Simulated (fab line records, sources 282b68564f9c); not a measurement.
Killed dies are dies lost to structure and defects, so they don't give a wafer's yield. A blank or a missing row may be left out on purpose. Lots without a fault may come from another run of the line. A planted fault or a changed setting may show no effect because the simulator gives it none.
Which tool did it? | flow rit_cmos | 13 lots, 39 wafers sampled, at 2 steps of a route of 202

WHAT THE GAUGES READ, wafer by wafer
RIT_GATE_CD_MEAS_16: target cd 150 nm.
lot  | measured    | on        | cd_nm (nm)
L134 | day 2 22:13 | cd_sem-02 | 151.4 152.2 150.6
L137 | day 3 13:28 | cd_sem-02 | 150.3 150.9 145.3
L140 | day 4 05:26 | cd_sem-02 | 146.4 148.1 148.7
L141 | day 4 06:29 | cd_sem-02 | 148.5 148.7 149.1
L142 | day 4 08:10 | cd_sem-02 | 150.2 149.9 148.6
L144 | day 4 20:29 | cd_sem-01 | 150.6 150.5 154.8
L145 | day 4 21:35 | cd_sem-01 | 148.8 148.8 148.5
L146 | day 5 10:20 | cd_sem-02 | 144.4 144.7 146.8
L147 | day 5 14:13 | cd_sem-01 | 146.1 149.0 148.1
L148 | day 6 01:41 | cd_sem-02 | 148.2 146.0 148.6
L149 | day 6 01:58 | cd_sem-01 | 190.5 192.1 191.8
L150 | day 6 03:19 | cd_sem-01 | 148.5 146.2 144.5
L153 | day 6 16:39 | cd_sem-01 | 150.8 151.7 151.3

WHICH TOOL RAN EACH LOT (tool, then ch and the chambers of the sampled wafers, then the start)
lot  | RIT_GATE_EXPOSE_13
L134 | iline_stepper-01 ch 0, day 2 21:44
L137 | iline_stepper-01 ch 0, day 3 13:04
L140 | iline_stepper-02 ch 0, day 4 05:02
L141 | iline_stepper-01 ch 0, day 4 06:05
L142 | iline_stepper-02 ch 0, day 4 07:44
L144 | iline_stepper-01 ch 0, day 4 20:02
L145 | iline_stepper-01 ch 0, day 4 21:11
L146 | iline_stepper-01 ch 0, day 5 09:56
L147 | iline_stepper-01 ch 0, day 5 13:49
L148 | iline_stepper-02 ch 0, day 6 01:17
L149 | iline_stepper-01 ch 0, day 6 01:32
L150 | iline_stepper-01 ch 0, day 6 02:47
L153 | iline_stepper-01 ch 0, day 6 16:15
- RIT_GATE_EXPOSE_13: exposes mask M6, target cd 150 nm.

WHAT THE TOOLS THEMSELVES READ (means of the sampled wafers that have a number; where no wafer has one, the mark that the record gives instead)
The record holds no such reading with a usual standard deviation.

THE ANSWER, worked out from the rows above alone
Rule: what is usual is taken from the lots themselves. Put in order of their means at a reading, lots are off if they are a third of the lots or fewer, leave a main group of 4 or more, and stand apart from it by a gap of 3 or more times the standard deviation of the main group's means; of several such gaps the widest counts. A main group whose means are all the same, to the digits that the tables above print for the reading, isn't used. A lot without any number at a reading at which 4 lots or more have one is off too. The other lots that the step has rows for count as sound. The gauges are gone through in route order, then the tools' own readings, and for those a lot's mean is taken as printed above. The first step at which some lot is off is used, and at that step the reading that is off furthest; a lot without a number counts as furthest.
Off: L149, at RIT_GATE_CD_MEAS_16 (cd_nm). The main group: mean 148.8 nm, standard deviation 1.9.
A tool fits if, at a process step before that reading, it ran every lot that is off, and no sound lot after the first of them. The gauges at RIT_GATE_CD_MEAS_16 are tried like those tools. None of those tried fits.

WHAT THE SIMULATOR HAD PUT IN
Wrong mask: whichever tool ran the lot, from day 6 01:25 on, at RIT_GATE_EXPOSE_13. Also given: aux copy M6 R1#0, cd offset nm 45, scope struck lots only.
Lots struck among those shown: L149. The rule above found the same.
